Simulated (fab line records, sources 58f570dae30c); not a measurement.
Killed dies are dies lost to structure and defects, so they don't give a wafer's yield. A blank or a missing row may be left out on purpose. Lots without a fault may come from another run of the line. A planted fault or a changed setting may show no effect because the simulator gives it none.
fab line records | flow berkeley_cmos170 | part 1 of 2: steps 1 to 29 of 40
record lots=5 wafers=15 last_day=11
route steps=331 shown M1@250 V1@254 M2@271
lots that met no fault: from a run of the same line without faults
start_h: hours from the record's first day to the start of the lot's first wafer shown | wait_h: hours since the lot's step before | " the same as in the row above | L1.1+2: a row that stands for several wafers | - no value, or no start given | * or withheld: withheld | < > ~ a bound
route shown NAME@n: a module of which the file shows steps, and the number in the route of the first | usual: mean/standard deviation of fault-free wafers | same: alike in all rows | chamber/n: place in a boat | sites: the reading at each site | _std_site: their standard deviation | _edge_site: outer sites' mean less inner sites' | radius_mm: how far each site lies from the wafer's centre | mask NAME#n: copy n | behind: the tool/chamber that last shaped the wafer | hold: why the lot was held/for how many hours/how that ended | device: the transistor (n, p or np) that didn't switch | end of line: the same wafers' tests at the end of the route | a step without rows: its recipe alone | killed: dies lost to structure and defects at the first sort, not the wafer's yield | map: a wafer's dies, x killed, . not, _ none there
set.NAME: the setting as run; set.NAME@STEP: as run at that earlier step | model.NAME: the simulator's own value behind a step, which no gauge read
lots at some steps of the route; a table a step, a row a wafer
services: from which hour (start_h, from the record's first day; less than 0 if before it) a tool's chamber was out of use, for how many hours, and why
## steps
# step UCB170_M1_METAL_ETCH_12
# recipe chemistry=Cl2/BCl3 target=Al stop_on=PSG pressure_mtorr=12 target_depth_a=7800 over_etch_frac=0.3 time_s=130 icp_w=600 bias_w=120 Cl2_flow_sccm=90 bcl3_flow_sccm=45
# usual drypump_motor_current_A=5.8/0.46 oes_product_au=0.854/0.0099 throttle_valve_pct=24.44/0.15
# columns lot.wafer tool chamber start_h wait_h drypump_motor_current_A oes_product_au rf_hours_counter_h throttle_valve_pct
L076.4 rie_metal-04 1 163.03 - 6.1 0.851 - 24.47
L076.5 " 1 " " 6.1 0.833 - 24.47
L076.6 " 1 " " 6.1 0.841 - 24.45
L078.2 rie_metal-01 0 170.86 - 5.9 0.862 9 24.59
L078.3 " 1 " " 5.3 0.843 - 24.22
L078.5 " 1 " " 5.3 0.841 - 24.21
L081.1 rie_metal-01 1 186.08 - 5.3 0.851 3 24.21
L081.4 " 1 " " 5.3 0.845 - 24.22
L081.5 " 1 " " 5.3 0.846 - 24.21
L087.1 rie_metal-04 0 221.20 - 5.2 0.849 11 24.37
L087.4 " 1 " " 6.1 0.833 - 24.46
L087.5 " 0 " " 5.2 0.858 - 24.36
L091.2 rie_metal-04 0 237.63 - 5.2 0.848 11 24.37
L091.3 " 1 " " 6.1 0.841 - 24.47
L091.6 " 1 " " 6.1 0.833 - 24.48
# step UCB170_M1_STRIP_13
# recipe chemistry=O2 power_w=400 pressure_mtorr=3500 platen_temp_c=withheld o2_flow_sccm=400 overash_fraction=0.5
# usual drypump_motor_current_A=5.7/0.39 oes_product_au=0.720/0.0045
# columns lot.wafer tool chamber start_h wait_h drypump_motor_current_A oes_product_au rf_hours_counter_h
L076.4 plasma_asher-01 0 163.19 0.1 5.0 0.724 -
L076.5 " 0 " " 5.0 0.721 -
L076.6 " 1 " " 5.8 0.723 -
L078.2 plasma_asher-02 1 170.99 0.1 6.0 0.719 47
L078.3 " 0 " " 5.9 0.717 -
L078.5 " 0 " " 5.9 0.717 -
L081.1 plasma_asher-01 0 186.35 0.2 5.0 0.720 47
L081.4 " 0 " " 5.0 0.722 -
L081.5 " 1 " " 5.8 0.712 -
L087.1 plasma_asher-01 1 221.34 0.1 5.8 0.728 51
L087.4 " 1 " " 5.8 0.718 -
L087.5 " 1 " " 5.8 0.719 -
L091.2 plasma_asher-01 0 237.77 0.1 5.0 0.720 53
L091.3 " 1 " " 5.9 0.711 -
L091.6 " 0 " " 5.0 0.728 -
# step UCB170_M1_CD_MEAS_90
# recipe target_cd_nm=700
# usual cd_nm=700.3/2.4
# columns lot.wafer tool chamber start_h wait_h cd_nm
L076.4 cd_sem-01 - 163.32 0.1 703.1
L076.5 " - " " 703.1
L076.6 " - " " 703.7
L078.2 cd_sem-01 - 171.11 0.1 696.0
L078.3 " - " " 703.4
L078.5 " - " " 700.4
L081.1 cd_sem-02 - 186.45 0.1 700.9
L081.4 " - " " 702.4
L081.5 " - " " 699.1
L087.1 cd_sem-01 - 221.44 0.1 699.3
L087.4 " - " " 704.1
L087.5 " - " " 699.9
L091.2 cd_sem-02 - 237.89 0.1 695.7
L091.3 " - " " 701.9
L091.6 " - " " 699.2
# step UCB170_M1_ANNEAL_14
# recipe temp_c=400 time_s=1200 ambient=forming_gas
# columns lot.wafer tool chamber start_h wait_h
L076.4+5+6 - - 164.30 1.0
L078.2+3+5 - - 174.74 3.6
L081.1+4+5 - - 186.88 0.4
L087.1+4+5 - - 222.25 0.8
L091.2+3+6 - - 241.38 3.5
# step UCB170_V1_CVD_00
# recipe material=SiO2 target_thk_nm=2000 temp_c=390 precursor=TEOS/O2 time_s=260.8 rf_w=550 pressure_mtorr=9000
# usual heater_power_w=252/50
# columns lot.wafer tool chamber start_h wait_h heater_power_w since_wet_clean_h
L076.4 pecvd-01 0 165.71 0.1 179 -
L076.5 " 1 " " 229 -
L076.6 " 2 " " 254 -
L078.2 pecvd-02 1 176.08 0.0 293 148
L078.3 " 0 " " 214 148
L078.5 " 1 " " 220 -
L081.1 pecvd-01 0 188.21 0.0 225 267
L081.4 " 2 " " 185 -
L081.5 " 0 " " 273 -
L087.1 pecvd-02 1 223.58 0.0 312 195
L087.4 " 0 " " 177 -
L087.5 " 2 " " 258 -
L091.2 pecvd-01 2 242.72 0.0 258 321
L091.3 " 1 " " 286 321
L091.6 " 1 " " 223 -
# step UCB170_V1_THK_MEAS_01
# recipe reads=SiO2_of_V1_CVD_00
# usual V1_TEOS_THK=2087/26
# columns lot.wafer tool chamber start_h wait_h V1_TEOS_THK[nm]
L076.4 film_metro-02 - 165.82 0.0 2141
L076.5 " - " " 2087
L076.6 " - " " 2102
L078.2 film_metro-04 - 176.24 0.1 2087
L078.3 " - " " 2067
L078.5 " - " " 2126
L081.1 film_metro-04 - 188.37 0.1 2086
L081.4 " - " " 2124
L081.5 " - " " 2107
L087.1 film_metro-04 - 223.74 0.1 2068
L087.4 " - " " 2064
L087.5 " - " " 2074
L091.2 film_metro-04 - 242.94 0.1 2061
L091.3 " - " " 2049
L091.6 " - " " 2089
# step UCB170_V1_CMP_02
# recipe material=SiO2 down_force_psi=6 platen_rpm=60 pad_velocity_m_s=0.75398
# usual motor_current_A=15.9/1.8
# columns lot.wafer tool chamber start_h wait_h motor_current_A
L076.4 cmp-02 3 166.15 0.3 15.3
L076.6 " 3 " " 15.0
L076.5 " 0 " " 17.4
L078.2 cmp-01 0 176.29 0.0 14.2
L078.3 " 1 " " 19.3
L078.5 " 0 " " 14.1
L081.1 cmp-02 3 188.43 0.1 14.7
L081.4 " 1 " " 15.0
L081.5 " 3 " " 15.3
L087.1 cmp-02 2 223.85 0.1 18.1
L087.4 " 0 " " 17.4
L087.5 " 2 " " 16.6
L091.2 cmp-01 1 243.28 0.3 18.9
L091.3 " 3 " " 16.2
L091.6 " 0 " " 14.8
# step UCB170_V1_BOW_MEAS_03
# recipe mode=bow
# usual V1_BOW=19/6.3
# columns lot.wafer tool chamber start_h wait_h V1_BOW[um]
L076.4 film_metro-02 - 166.51 0.3 18
L076.5 " - " " 15
L076.6 " - " " 32
L078.2 film_metro-01 - 176.61 0.3 23
L078.3 " - " " 21
L078.5 " - " " 23
L081.1 film_metro-04 - 188.73 0.2 17
L081.4 " - " " 12
L081.5 " - " " 7
L087.1 film_metro-02 - 224.10 0.2 21
L087.4 " - " " 18
L087.5 " - " " 19
L091.2 film_metro-02 - 243.55 0.2 20
L091.3 " - " " 17
L091.6 " - " " 14
# step UCB170_V1_THK_MEAS_04
# recipe reads=SiO2_of_V1_CVD_00
# usual V1_POLISHED_THK=999.6/1.2
# columns lot.wafer tool chamber start_h wait_h V1_POLISHED_THK[nm]
L076.4 film_metro-02 - 166.60 0.1 1000.1
L076.5 " - " " 1001.2
L076.6 " - " " 999.4
L078.2 film_metro-01 - 176.72 0.1 1001.7
L078.3 " - " " 999.6
L078.5 " - " " 999.4
L081.1 film_metro-04 - 188.85 0.1 999.6
L081.4 " - " " 1000.5
L081.5 " - " " 1000.0
L087.1 film_metro-02 - 224.22 0.1 1004.1
L087.4 " - " " 1000.7
L087.5 " - " " 1001.2
L091.2 film_metro-02 - 243.66 0.1 1000.7
L091.3 " - " " 998.9
L091.6 " - " " 1000.7
# step UCB170_V1_CLEAN_05
# recipe chemistry=DIW
# columns lot.wafer tool chamber start_h wait_h
L076.4+5+6 wet_bench-04 2 167.17 0.6
L078.2+3+5 wet_bench-03 0 176.78 0.0
L081.1+4+5 wet_bench-03 2 189.01 0.1
L087.1+4+5 wet_bench-03 2 224.28 0.1
L091.2+3+6 wet_bench-04 0 243.74 0.1
# step UCB170_V1_HMDS_06
# recipe prime_time_s=60 prime_temp_c=100
# columns lot.wafer tool chamber start_h wait_h
L076.4+5+6 litho_track-03 0 167.88 0.5
L078.2+3+5 litho_track-02 0 177.20 0.2
L081.1+4+5 litho_track-02 0 189.18 0.0
L087.1+4+5 litho_track-02 0 225.38 0.9
L091.2+3+6 litho_track-03 0 244.49 0.6
# step UCB170_V1_COAT_07
# recipe resist=KrF spin_rpm=1500 resist_thk_nm=900
# columns lot.wafer tool chamber start_h wait_h
L076.4+5+6 litho_track-03 0 168.03 0.1
L078.2+3+5 litho_track-02 0 177.35 0.1
L081.1+4+5 litho_track-02 0 189.33 0.1
L087.1+4+5 litho_track-02 0 225.53 0.1
L091.2+3+6 litho_track-03 0 244.64 0.1
# step UCB170_V1_SOFTBAKE_08
# recipe resist=KrF temp_c=130 time_s=60
# columns lot.wafer tool chamber start_h wait_h
L076.4+5+6 litho_track-03 0 168.18 0.1
L078.2+3+5 litho_track-02 0 177.50 0.1
L081.1+4+5 litho_track-02 0 189.48 0.1
L087.1+4+5 litho_track-02 0 225.68 0.1
L091.2+3+6 litho_track-03 0 244.79 0.1
# step UCB170_V1_EXPOSE_09
# recipe mask_id=VIA1 target_cd_nm=700 na=0.5 sigma_outer=0.6 source_shape=conventional dose_mj=37
# usual exposure_dose_mJ_cm2=36.98/0.042
# same sigma_outer=0.6
# columns lot.wafer tool chamber start_h wait_h mask exposure_dose_mJ_cm2
L076.4 krf_scanner-01 0 168.51 0.3 VIA1#0 36.95
L076.5 " 0 " " VIA1#0 36.95
L076.6 " 0 " " VIA1#0 36.96
L078.2 krf_scanner-02 0 177.77 0.2 VIA1#0 36.98
L078.3 " 0 " " VIA1#0 37.03
L078.5 " 0 " " VIA1#0 36.97
L081.1 krf_scanner-02 0 189.77 0.3 VIA1#0 36.99
L081.4 " 0 " " VIA1#0 37.01
L081.5 " 0 " " VIA1#0 37.01
L087.1 krf_scanner-02 0 225.95 0.2 VIA1#0 36.99
L087.4 " 0 " " VIA1#0 37.02
L087.5 " 0 " " VIA1#0 37.03
L091.2 krf_scanner-01 0 245.08 0.3 VIA1#0 36.95
L091.3 " 0 " " VIA1#0 36.94
L091.6 " 0 " " VIA1#0 36.97
# step UCB170_V1_PEB_10
# recipe peb_temp_c=130 peb_time_s=withheld resist=KrF
# columns lot.wafer tool chamber start_h wait_h
L076.4+5+6 litho_track-03 0 169.05 0.5
L078.2+3+5 litho_track-03 0 177.91 0.1
L081.1+4+5 litho_track-01 0 189.89 0.1
L087.1+4+5 litho_track-02 0 226.55 0.6
L091.2+3+6 litho_track-03 0 245.49 0.4
# step UCB170_V1_DEVELOP_11
# recipe developer=TMAH develop_time_s=45 resist=KrF dev_temp_c=21
# columns lot.wafer tool chamber start_h wait_h
L076.4+5+6 litho_track-03 0 - -
L078.2+3+5 litho_track-03 0 - -
L081.1+4+5 litho_track-01 0 - -
L087.1+4+5 litho_track-02 0 - -
L091.2+3+6 litho_track-03 0 - -
# step UCB170_V1_CD_MEAS_12
# recipe target_cd_nm=700
# usual cd_nm=700.0/1.4
# columns lot.wafer tool chamber start_h wait_h cd_nm
L076.4 cd_sem-01 - 169.52 - 702.1
L076.5 " - " " 702.2
L076.6 " - " " 702.6
L078.2 cd_sem-01 - 178.18 - 701.2
L078.3 " - " " 702.3
L078.5 " - " " 700.8
L081.1 cd_sem-01 - 190.16 - 698.3
L081.4 " - " " 699.8
L081.5 " - " " 698.9
L087.1 cd_sem-01 - 226.83 - 699.4
L087.4 " - " " 699.5
L087.5 " - " " 699.4
L091.2 cd_sem-01 - 245.76 - 700.1
L091.3 " - " " 698.8
L091.6 " - " " 698.4
# step UCB170_V1_OVL_MEAS_13
# usual V1_OVL=-5/6
# columns lot.wafer tool chamber start_h wait_h V1_OVL[nm]
L076.4 overlay-01 - 169.60 0.1 3
L076.5 " - " " -11
L076.6 " - " " 5
L078.2 overlay-01 - 178.28 0.1 -2
L078.3 " - " " 2
L078.5 " - " " -3
L081.1 overlay-01 - 190.28 0.1 -8
L081.4 " - " " -8
L081.5 " - " " -8
L087.1 overlay-01 - 226.95 0.1 -8
L087.4 " - " " -8
L087.5 " - " " -10
L091.2 overlay-02 - 245.87 0.1 -9
L091.3 " - " " -16
L091.6 " - " " -21
# step UCB170_V1_ETCH_14
# recipe chemistry=CHF3/CF4/Ar target=SiO2 stop_on=Al CHF3_flow_sccm=45 cf4_flow_sccm=15 Ar_flow_sccm=150 pressure_mtorr=200 rf_w=700 target_depth_a=12500 over_etch_frac=0.25 time_s=291
# usual drypump_motor_current_A=5.7/0.41 oes_product_au=0.873/0.011 throttle_valve_pct=6.95/0.097
# columns lot.wafer tool chamber start_h wait_h drypump_motor_current_A oes_product_au rf_hours_counter_h throttle_valve_pct
L076.4 rie_diel-04 0 169.61 0.0 5.4 0.852 29 6.94
L076.5 " 1 " " 5.7 0.882 - 6.93
L076.6 " 2 " " 6.2 0.886 - 6.75
L078.2 rie_diel-03 3 178.31 0.0 6.0 0.865 141 6.82
L078.3 " 2 " " 5.6 0.866 113 6.80
L078.5 " 0 " " 5.6 0.872 - 7.11
L081.1 rie_diel-03 1 190.32 0.0 5.4 0.879 16 6.95
L081.4 " 3 " " 6.0 0.866 141 6.82
L081.5 " 1 " " 5.4 0.878 - 6.94
L087.1 rie_diel-04 3 226.98 0.0 6.5 0.866 115 6.91
L087.4 " 0 " " 5.5 0.850 32 6.93
L087.5 " 0 " " 5.5 0.856 - 6.93
L091.2 rie_diel-04 0 245.90 0.0 5.4 0.847 34 6.93
L091.3 " 3 " " 6.4 0.869 116 6.90
L091.6 " 0 " " 5.5 0.859 - 6.92
# step UCB170_V1_STRIP_15
# recipe chemistry=O2 power_w=400 pressure_mtorr=3500 platen_temp_c=withheld o2_flow_sccm=400 overash_fraction=0.5
# usual drypump_motor_current_A=5.6/0.34 oes_product_au=0.722/0.0046 strip_time_to_endpoint_s=15.37/0.13
# columns lot.wafer tool chamber start_h wait_h drypump_motor_current_A oes_product_au rf_hours_counter_h strip_time_to_endpoint_s
L076.4 plasma_asher-02 1 169.82 0.1 6.0 0.719 - 15.29
L076.5 " 1 " " 6.0 0.727 - 15.37
L076.6 " 0 " " 5.9 0.719 - 15.45
L078.2 plasma_asher-04 0 178.49 0.1 5.4 0.717 6 15.41
L078.3 " 1 " " 5.4 0.727 - 15.26
L078.5 " 1 " " 5.4 0.718 - 15.30
L081.1 plasma_asher-01 1 190.50 0.1 5.9 0.728 47 15.39
L081.4 " 0 " " 5.0 0.721 - 15.41
L081.5 " 0 " " 5.0 0.729 - 15.31
L087.1 plasma_asher-01 1 227.16 0.1 5.8 0.728 52 15.41
L087.4 " 0 " " 5.0 0.723 - 15.14
L087.5 " 0 " " 5.0 0.725 - 15.09
L091.2 plasma_asher-04 0 246.08 0.1 5.5 0.723 13 15.14
L091.3 " 0 " " 5.4 0.723 - 15.36
L091.6 " 1 " " 5.4 0.716 - 15.25
# step UCB170_V1_CD_MEAS_90
# recipe target_cd_nm=700
# usual cd_nm=700.1/1.6
# columns lot.wafer tool chamber start_h wait_h cd_nm
L076.4 cd_sem-01 - 170.24 0.4 702.8
L076.5 " - " " 701.5
L076.6 " - " " 703.6
L078.2 cd_sem-01 - 178.61 0.1 702.2
L078.3 " - " " 702.0
L078.5 " - " " 700.7
L081.1 cd_sem-01 - 190.60 0.1 699.6
L081.4 " - " " 700.7
L081.5 " - " " 699.5
L087.1 cd_sem-02 - 227.26 0.1 700.4
L087.4 " - " " 700.2
L087.5 " - " " 699.8
L091.2 cd_sem-02 - 246.20 0.1 699.1
L091.3 " - " " 699.1
L091.6 " - " " 697.8
# step UCB170_M2_PRE_CLEAN_00
# recipe gas=Ar preclean_etch_time_s=60
# columns lot.wafer tool chamber start_h wait_h
L076.4+5+6 pvd_sputter-04 - 170.30 0.0
L078.2+3+5 pvd_sputter-03 - 178.71 0.1
L081.1+4+5 pvd_sputter-01 - 190.72 0.1
L087.1+4+5 pvd_sputter-03 - 227.38 0.1
L091.2+3+6 pvd_sputter-01 - 246.30 0.1
# step UCB170_M2_SPUTTER_01
# recipe material=Al target_thk_nm=900 time_s=120 power_w=6000 chamber_pressure_pa=0.5
# usual throttle_valve_pct=29.7/0.95
# columns lot.wafer tool chamber start_h wait_h throttle_valve_pct
L076.4 pvd_sputter-04 - 170.36 0.0 29.3
L076.5 " - " " 31.1
L076.6 " - " " 29.5
L078.2 pvd_sputter-03 - 178.78 0.0 29.9
L078.3 " - " " 29.0
L078.5 " - " " 28.2
L081.1 pvd_sputter-01 - 190.79 0.0 30.4
L081.4 " - " " 30.8
L081.5 " - " " 30.3
L087.1 pvd_sputter-03 - 227.45 0.0 28.4
L087.4 " - " " 28.2
L087.5 " - " " 28.2
L091.2 pvd_sputter-01 - 246.36 0.0 30.0
L091.3 " - " " 30.5
L091.6 " - " " 30.6
# step UCB170_M2_RS_MEAS_02
# recipe thk_meas_gauge=four-point-probe reads=Al_of_M2_SPUTTER_01
# usual M2_AL_RS=0.0322/0.00039
# columns lot.wafer tool chamber start_h wait_h M2_AL_RS[ohm/sq]
L076.4 film_metro-03 - 170.51 0.1 0.0320
L076.5 " - " " 0.0318
L076.6 " - " " 0.0319
L078.2 film_metro-03 - 178.88 0.1 0.0320
L078.3 " - " " 0.0321
L078.5 " - " " 0.0323
L081.1 film_metro-03 - 190.87 0.0 0.0323
L081.4 " - " " 0.0323
L081.5 " - " " 0.0324
L087.1 film_metro-01 - 227.53 0.0 0.0320
L087.4 " - " " 0.0322
L087.5 " - " " 0.0320
L091.2 film_metro-03 - 246.47 0.1 0.0322
L091.3 " - " " 0.0323
L091.6 " - " " 0.0326
# step UCB170_M2_THK_MEAS_03
# recipe thk_meas_gauge=xrf reads=Al_of_M2_SPUTTER_01
# usual M2_AL_THK=890/11
# columns lot.wafer tool chamber start_h wait_h M2_AL_THK[nm]
L076.4 film_metro-03 - 170.60 0.1 894
L076.5 " - " " 898
L076.6 " - " " 898
L078.2 film_metro-03 - 178.99 0.1 890
L078.3 " - " " 898
L078.5 " - " " 890
L081.1 film_metro-03 - 190.99 0.1 885
L081.4 " - " " 884
L081.5 " - " " 883
L087.1 film_metro-01 - 227.65 0.1 902
L087.4 " - " " 894
L087.5 " - " " 899
L091.2 film_metro-03 - 246.58 0.1 894
L091.3 " - " " 893
L091.6 " - " " 881
# step UCB170_M2_HMDS_04
# recipe prime_time_s=60 prime_temp_c=100
# columns lot.wafer tool chamber start_h wait_h
L076.4+5+6 litho_track-04 0 170.70 0.1
L078.2+3+5 litho_track-01 0 179.07 0.1
L081.1+4+5 litho_track-01 0 191.05 0.1
L087.1+4+5 litho_track-03 0 227.71 0.1
L091.2+3+6 litho_track-01 0 247.02 0.4
# step UCB170_M2_COAT_05
# recipe resist=KrF spin_rpm=1500 resist_thk_nm=917.8
# columns lot.wafer tool chamber start_h wait_h
L076.4+5+6 litho_track-04 0 170.85 0.1
L078.2+3+5 litho_track-01 0 179.22 0.1
L081.1+4+5 litho_track-01 0 191.20 0.1
L087.1+4+5 litho_track-03 0 227.86 0.1
L091.2+3+6 litho_track-01 0 247.17 0.1
# step UCB170_M2_SOFTBAKE_06
# recipe resist=KrF temp_c=130 time_s=60
# columns lot.wafer tool chamber start_h wait_h
L076.4+5+6 litho_track-04 0 171.00 0.1
L078.2+3+5 litho_track-01 0 179.37 0.1
L081.1+4+5 litho_track-01 0 191.35 0.1
L087.1+4+5 litho_track-03 0 228.01 0.1
L091.2+3+6 litho_track-01 0 247.32 0.1
# step UCB170_M2_STRIP_07
# recipe chemistry=O2 power_w=400 pressure_mtorr=3500 platen_temp_c=withheld o2_flow_sccm=400 overash_fraction=0.5
# usual drypump_motor_current_A=5.5/0.33 oes_product_au=0.734/0.0048 strip_time_to_endpoint_s=22.42/0.064
# columns lot.wafer tool chamber start_h wait_h drypump_motor_current_A oes_product_au rf_hours_counter_h strip_time_to_endpoint_s
L076.4 plasma_asher-03 0 171.11 0.1 5.8 0.732 - 22.48
L076.5 " 1 " " 5.2 0.739 - 22.48
L076.6 " 0 " " 5.9 0.735 - 22.45
L078.2 plasma_asher-03 0 179.49 0.1 5.9 0.735 42 22.44
L078.3 " 1 " " 5.2 0.738 - 22.42
L078.5 " 0 " " 5.9 0.736 - 22.49
L081.1 plasma_asher-01 0 191.50 0.1 5.0 0.737 48 22.49
L081.4 " 1 " " 5.9 0.736 - 22.42
L081.5 " 1 " " 5.8 0.741 - 22.40
L087.1 plasma_asher-04 1 228.16 0.1 5.4 0.747 11 22.41
L087.4 " 0 " " 5.4 0.735 - 22.45
L087.5 " 1 " " 5.4 0.739 - 22.41
L091.2 plasma_asher-03 1 247.44 0.1 5.2 0.737 50 22.35
L091.3 " 1 " " 5.2 0.729 - 22.33
L091.6 " 1 " " 5.2 0.741 - 22.36
